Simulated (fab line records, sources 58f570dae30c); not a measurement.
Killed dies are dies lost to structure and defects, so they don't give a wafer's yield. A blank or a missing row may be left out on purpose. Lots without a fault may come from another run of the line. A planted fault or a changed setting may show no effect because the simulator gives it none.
Chamber matching | flow berkeley_cmos170 | UCB170_NWELL_ETCH_13 on rie_diel-04: 4 sister chambers
The step etches Si3N4 in CH3F/Ar/O2, stops on SiO2, target depth 246.4 nm, time 154 s. 14 wafers are shown with their chamber, then 7 later ones without.

WAFERS WITH THEIR CHAMBER
wafer  | chamber | drypump_motor_current_A (A) | throttle_valve_pct (%) | oes_product_au (a.u.)
L813.4 | 1       | 5.5                         | 7.96                   | 0.953
L813.5 | 0       | 5.1                         | 8.04                   | 0.923
L813.6 | 3       | 5.2                         | 8.05                   | 0.936
L815.2 | 3       | 5.2                         | 8.06                   | 0.936
L815.4 | 1       | 5.6                         | 7.97                   | 0.968
L815.5 | 3       | 5.2                         | 8.06                   | 0.941
L820.3 | 2       | 6.1                         | 8.06                   | 0.940
L820.5 | 1       | 5.5                         | 7.95                   | 0.966
L820.6 | 2       | 6.1                         | 8.08                   | 0.940
L822.2 | 2       | 6.1                         | 8.06                   | 0.919
L822.5 | 3       | 5.2                         | 8.06                   | 0.943
L822.6 | 0       | 5.1                         | 8.05                   | 0.928
L824.1 | 3       | 5.2                         | 8.06                   | 0.935
L824.2 | 1       | 5.5                         | 7.98                   | 0.950

SIGNATURES (means of the wafers above)
reading                 | chamber 0 | chamber 1 | chamber 2 | chamber 3 | scatter within a chamber
drypump_motor_current_A | 5.100     | 5.525     | 6.100     | 5.200     | 0.0274
throttle_valve_pct      | 8.0450    | 7.9650    | 8.0667    | 8.0580    | 0.00947
oes_product_au          | 0.92550   | 0.95925   | 0.93300   | 0.93820   | 0.00777
Rule: a wafer's distance from a chamber is the root of the sum, over the readings, of the square of ((its reading less the chamber's mean) divided by the reading's scatter). The wafer belongs to the nearest chamber; if the next one is less than 2 further off, it can't be placed. The scatter: the root of (the sum of the squares of (reading less its chamber's mean) over the shown wafers, divided by (wafers less chambers)).

WAFERS WITHOUT THEIR CHAMBER
wafer  | drypump_motor_current_A (A) | throttle_valve_pct (%) | oes_product_au (a.u.)
L824.6 | 5.1                         | 8.02                   | 0.932
L830.1 | 5.2                         | 8.05                   | 0.952
L830.2 | 6.1                         | 8.05                   | 0.942
L830.5 | 5.1                         | 8.03                   | 0.939
L833.2 | 5.6                         | 7.97                   | 0.950
L833.4 | 6.1                         | 8.06                   | 0.920
L833.5 | 5.2                         | 8.07                   | 0.935

WHICH CHAMBER EACH WENT THROUGH
wafer  | from the rows above | in truth
L824.6 | 0                   | 0
L830.1 | 3                   | 3
L830.2 | 2                   | 2
L830.5 | 0                   | 0
L833.2 | 1                   | 1
L833.4 | 2                   | 2
L833.5 | 3                   | 3
Placed correctly: 7 of 7. Can't be placed from these rows: 0. Placed wrongly: 0.
